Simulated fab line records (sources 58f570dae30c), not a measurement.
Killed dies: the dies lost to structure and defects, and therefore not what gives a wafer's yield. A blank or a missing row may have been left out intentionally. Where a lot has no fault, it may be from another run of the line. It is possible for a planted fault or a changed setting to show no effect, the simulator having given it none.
The tool behind it: which one? || flow berkeley-cmos170 || Sampling: 14 lots, 42 wafers, 4 of 331 route steps

## WHAT EACH GAUGE READ, for each wafer
UCB170_V1_THK_MEAS_01.
{"lot": "L908", "measured": "day 8 15:20", "on": "film-metro-02", "V1_TEOS_THK (nm)": "2057 2090 2071"}
{"lot": "L907", "measured": "day 8 15:40", "on": "film-metro-03", "V1_TEOS_THK (nm)": "2051 2100 2063"}
{"lot": "L909", "measured": "day 8 15:38", "on": "film-metro-01", "V1_TEOS_THK (nm)": "2043 2050 2073"}
{"lot": "L910", "measured": "day 8 22:02", "on": "film-metro-01", "V1_TEOS_THK (nm)": "2029 2085 2080"}
{"lot": "L914", "measured": "day 10 01:43", "on": "film-metro-03", "V1_TEOS_THK (nm)": "2047 2053 2028"}
{"lot": "L913", "measured": "day 10 01:50", "on": "film-metro-03", "V1_TEOS_THK (nm)": "2034 2055 2047"}
{"lot": "L916", "measured": "day 10 01:51", "on": "film-metro-01", "V1_TEOS_THK (nm)": "2044 2087 2126"}
{"lot": "L920", "measured": "day 10 13:15", "on": "film-metro-01", "V1_TEOS_THK (nm)": "2058 2071 2063"}
{"lot": "L921", "measured": "day 10 13:09", "on": "film-metro-02", "V1_TEOS_THK (nm)": "2032 2016 2060"}
{"lot": "L918", "measured": "day 10 15:58", "on": "film-metro-02", "V1_TEOS_THK (nm)": "2835 2078 2062"}
{"lot": "L917", "measured": "day 10 20:17", "on": "film-metro-01", "V1_TEOS_THK (nm)": "2048 2069 2041"}
{"lot": "L923", "measured": "day 10 20:17", "on": "film-metro-02", "V1_TEOS_THK (nm)": "2064 2872 2899"}
{"lot": "L924", "measured": "day 11 07:58", "on": "film-metro-01", "V1_TEOS_THK (nm)": "2063 2105 2122"}
{"lot": "L928", "measured": "day 12 07:24", "on": "film-metro-02", "V1_TEOS_THK (nm)": "2028 2050 2057"}

UCB170_V1_CD_MEAS_12 targets a cd of 700 nm.
{"lot": "L908", "measured": "day 8 17:14", "on": "cd-sem-01", "cd-nm (nm)": "700.4 700.1 699.8"}
{"lot": "L907", "measured": "day 8 17:49", "on": "cd-sem-02", "cd-nm (nm)": "701.5 700.6 700.4"}
{"lot": "L909", "measured": "day 8 17:54", "on": "cd-sem-01", "cd-nm (nm)": "701.3 700.8 700.0"}
{"lot": "L910", "measured": "day 9 01:52", "on": "cd-sem-02", "cd-nm (nm)": "702.5 700.9 701.2"}
{"lot": "L914", "measured": "day 10 03:49", "on": "cd-sem-01", "cd-nm (nm)": "700.9 700.3 699.1"}
{"lot": "L913", "measured": "day 10 04:43", "on": "cd-sem-01", "cd-nm (nm)": "701.6 700.0 702.3"}
{"lot": "L916", "measured": "day 10 04:52", "on": "cd-sem-02", "cd-nm (nm)": "696.8 698.8 697.1"}
{"lot": "L920", "measured": "day 10 16:54", "on": "cd-sem-01", "cd-nm (nm)": "699.7 700.0 700.1"}
{"lot": "L921", "measured": "day 10 16:43", "on": "cd-sem-02", "cd-nm (nm)": "698.5 699.8 699.3"}
{"lot": "L918", "measured": "day 10 19:46", "on": "cd-sem-01", "cd-nm (nm)": "699.3 699.9 701.5"}
{"lot": "L917", "measured": "day 10 23:08", "on": "cd-sem-02", "cd-nm (nm)": "699.7 700.4 701.0"}
{"lot": "L923", "measured": "day 11 00:15", "on": "cd-sem-02", "cd-nm (nm)": "700.9 700.3 700.8"}
{"lot": "L924", "measured": "day 11 10:09", "on": "cd-sem-02", "cd-nm (nm)": "700.1 699.4 698.5"}
{"lot": "L928", "measured": "day 12 09:37", "on": "cd-sem-02", "cd-nm (nm)": "699.5 697.9 698.6"}

## EACH LOT AND THE TOOL THAT RAN IT (in order: tool; ch and the chambers of the sampled wafers; start)
{"lot": "L908", "UCB170_CONTACT_ETCH_17": "rie-diel-01 ch 0,3, day 8 07:43", "UCB170_V1_CVD_00": "pecvd-01 ch 0,1,2, day 8 15:10"}
{"lot": "L907", "UCB170_CONTACT_ETCH_17": "rie-diel-01 ch 2,3, day 8 08:32", "UCB170_V1_CVD_00": "pecvd-03 ch 0,2, day 8 15:29"}
{"lot": "L909", "UCB170_CONTACT_ETCH_17": "rie-diel-04 ch 1,2,3, day 8 08:37", "UCB170_V1_CVD_00": "pecvd-01 ch 0,1, day 8 15:29"}
{"lot": "L910", "UCB170_CONTACT_ETCH_17": "rie-diel-01 ch 1,2,3, day 8 13:35", "UCB170_V1_CVD_00": "pecvd-03 ch 0,1,2, day 8 21:52"}
{"lot": "L914", "UCB170_CONTACT_ETCH_17": "rie-diel-04 ch 0,1,2, day 9 17:11", "UCB170_V1_CVD_00": "pecvd-04 ch 0,1,2, day 10 01:31"}
{"lot": "L913", "UCB170_CONTACT_ETCH_17": "rie-diel-01 ch 0,3, day 9 17:59", "UCB170_V1_CVD_00": "pecvd-01 ch 0,1,2, day 10 01:40"}
{"lot": "L916", "UCB170_CONTACT_ETCH_17": "rie-diel-04 ch 0,1,2, day 9 18:22", "UCB170_V1_CVD_00": "pecvd-04 ch 1,2, day 10 01:40"}
{"lot": "L920", "UCB170_CONTACT_ETCH_17": "rie-diel-03 ch 1,2, day 10 06:20", "UCB170_V1_CVD_00": "pecvd-03 ch 1,2, day 10 13:04"}
{"lot": "L921", "UCB170_CONTACT_ETCH_17": "rie-diel-04 ch 1,3, day 10 06:52", "UCB170_V1_CVD_00": "pecvd-01 ch 1,2, day 10 12:59"}
{"lot": "L918", "UCB170_CONTACT_ETCH_17": "rie-diel-03 ch 1,2,3, day 10 09:02", "UCB170_V1_CVD_00": "pecvd-01 ch 0,1,2, day 10 15:47"}
{"lot": "L917", "UCB170_CONTACT_ETCH_17": "rie-diel-04 ch 0,1,3, day 10 13:23", "UCB170_V1_CVD_00": "pecvd-03 ch 0,1,2, day 10 20:08"}
{"lot": "L923", "UCB170_CONTACT_ETCH_17": "rie-diel-01 ch 1,2,3, day 10 13:40", "UCB170_V1_CVD_00": "pecvd-01 ch 0,1, day 10 20:08"}
{"lot": "L924", "UCB170_CONTACT_ETCH_17": "rie-diel-01 ch 0,1, day 11 00:26", "UCB170_V1_CVD_00": "pecvd-04 ch 0,1,2, day 11 07:47"}
{"lot": "L928", "UCB170_CONTACT_ETCH_17": "rie-diel-03 ch 2,3, day 11 22:33", "UCB170_V1_CVD_00": "pecvd-03 ch 0,1,2, day 12 07:14"}
- UCB170_CONTACT_ETCH_17: etches BARC in N2/H2.
- UCB170_V1_CVD_00: deposits SiO2 from TEOS/O2, target thk 2000 nm, time 258.4 s.

## WHAT THE TOOLS THEMSELVES READ (means of the sampled wafers that have a number; where no wafer has one, the mark that the record gives instead)
UCB170_CONTACT_ETCH_17.
{"lot": "L908", "tool": "rie-diel-01", "drypump-motor-current-A (A)": 5.4, "oes-product-au (a.u.)": 1.004, "throttle-valve-pct (%)": 13.23}
{"lot": "L907", "tool": "rie-diel-01", "drypump-motor-current-A (A)": 5.5, "oes-product-au (a.u.)": 1.019, "throttle-valve-pct (%)": 13.10}
{"lot": "L909", "tool": "rie-diel-04", "drypump-motor-current-A (A)": 5.9, "oes-product-au (a.u.)": 0.991, "throttle-valve-pct (%)": 13.54}
{"lot": "L910", "tool": "rie-diel-01", "drypump-motor-current-A (A)": 5.6, "oes-product-au (a.u.)": 1.003, "throttle-valve-pct (%)": 13.08}
{"lot": "L914", "tool": "rie-diel-04", "drypump-motor-current-A (A)": 5.8, "oes-product-au (a.u.)": 1.005, "throttle-valve-pct (%)": 13.51}
{"lot": "L913", "tool": "rie-diel-01", "drypump-motor-current-A (A)": 5.4, "oes-product-au (a.u.)": 0.997, "throttle-valve-pct (%)": 13.23}
{"lot": "L916", "tool": "rie-diel-04", "drypump-motor-current-A (A)": 5.8, "oes-product-au (a.u.)": 1.003, "throttle-valve-pct (%)": 13.51}
{"lot": "L920", "tool": "rie-diel-03", "drypump-motor-current-A (A)": 6.4, "oes-product-au (a.u.)": 1.001, "throttle-valve-pct (%)": 13.19}
{"lot": "L921", "tool": "rie-diel-04", "drypump-motor-current-A (A)": 6.1, "oes-product-au (a.u.)": 0.980, "throttle-valve-pct (%)": 13.65}
{"lot": "L918", "tool": "rie-diel-03", "drypump-motor-current-A (A)": 6.1, "oes-product-au (a.u.)": 0.992, "throttle-valve-pct (%)": 13.28}
{"lot": "L917", "tool": "rie-diel-04", "drypump-motor-current-A (A)": 6.0, "oes-product-au (a.u.)": 1.001, "throttle-valve-pct (%)": 13.64}
{"lot": "L923", "tool": "rie-diel-01", "drypump-motor-current-A (A)": 5.6, "oes-product-au (a.u.)": 0.998, "throttle-valve-pct (%)": 13.08}
{"lot": "L924", "tool": "rie-diel-01", "drypump-motor-current-A (A)": 5.5, "oes-product-au (a.u.)": 1.007, "throttle-valve-pct (%)": 13.23}
{"lot": "L928", "tool": "rie-diel-03", "drypump-motor-current-A (A)": 6.1, "oes-product-au (a.u.)": 0.982, "throttle-valve-pct (%)": 13.43}

UCB170_V1_CVD_00.
{"lot": "L908", "tool": "pecvd-01", "heater-power-w (W)": 281, "pressure-mtorr (mTorr)": 9003}
{"lot": "L907", "tool": "pecvd-03", "heater-power-w (W)": 288, "pressure-mtorr (mTorr)": 9011}
{"lot": "L909", "tool": "pecvd-01", "heater-power-w (W)": 268, "pressure-mtorr (mTorr)": 8989}
{"lot": "L910", "tool": "pecvd-03", "heater-power-w (W)": 286, "pressure-mtorr (mTorr)": 8989}
{"lot": "L914", "tool": "pecvd-04", "heater-power-w (W)": 244, "pressure-mtorr (mTorr)": 9013}
{"lot": "L913", "tool": "pecvd-01", "heater-power-w (W)": 259, "pressure-mtorr (mTorr)": 8972}
{"lot": "L916", "tool": "pecvd-04", "heater-power-w (W)": 201, "pressure-mtorr (mTorr)": 9003}
{"lot": "L920", "tool": "pecvd-03", "heater-power-w (W)": 256, "pressure-mtorr (mTorr)": 8973}
{"lot": "L921", "tool": "pecvd-01", "heater-power-w (W)": 255, "pressure-mtorr (mTorr)": 9009}
{"lot": "L918", "tool": "pecvd-01", "heater-power-w (W)": 258, "pressure-mtorr (mTorr)": 9012}
{"lot": "L917", "tool": "pecvd-03", "heater-power-w (W)": 265, "pressure-mtorr (mTorr)": 9011}
{"lot": "L923", "tool": "pecvd-01", "heater-power-w (W)": 268, "pressure-mtorr (mTorr)": 8992}
{"lot": "L924", "tool": "pecvd-04", "heater-power-w (W)": 181, "pressure-mtorr (mTorr)": 8985}
{"lot": "L928", "tool": "pecvd-03", "heater-power-w (W)": 280, "pressure-mtorr (mTorr)": 8997}

## THE ANSWER, worked out from the rows above alone
Rule: the lots themselves supply what counts as usual. Put in order of their means at a reading, lots are off if they are a third of the lots or fewer, leave a main group of 4 or more, and stand apart from it by a gap of 3 or more times the standard deviation of the main group's means; of several such gaps the widest counts. A main group is skipped when, at the precision printed for the reading in the tables above, its means are all equal. Also off: a lot with no number at a reading for which 4 or more lots have one. Any other lot the step has rows for is counted as sound. First the gauges in route order, then the tools' own readings, where a lot's mean is used as printed above. At the first step where some lot is off, the reading lying furthest off is the one used; lots without a number count as furthest.
Off: L918, L923, at UCB170_V1_THK_MEAS_01 (V1_TEOS_THK). For the main group the mean is 2061 nm and the standard deviation 18.
A tool fits if, at a process step before that reading, it ran every lot that is off, and no sound lot after the first of them. Gauges at UCB170_V1_THK_MEAS_01: tried the same way as those tools. One fits: pecvd-01 at UCB170_V1_CVD_00. A fault onset in the window from L921 (day 10 12:59, its last sound lot) to L918 (day 10 15:47, its first lot off) fits.

## WHAT WAS PUT IN BY THE SIMULATOR
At UCB170_V1_CVD_00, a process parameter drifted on pecvd-01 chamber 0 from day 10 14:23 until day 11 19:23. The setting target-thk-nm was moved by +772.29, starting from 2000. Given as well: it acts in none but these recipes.
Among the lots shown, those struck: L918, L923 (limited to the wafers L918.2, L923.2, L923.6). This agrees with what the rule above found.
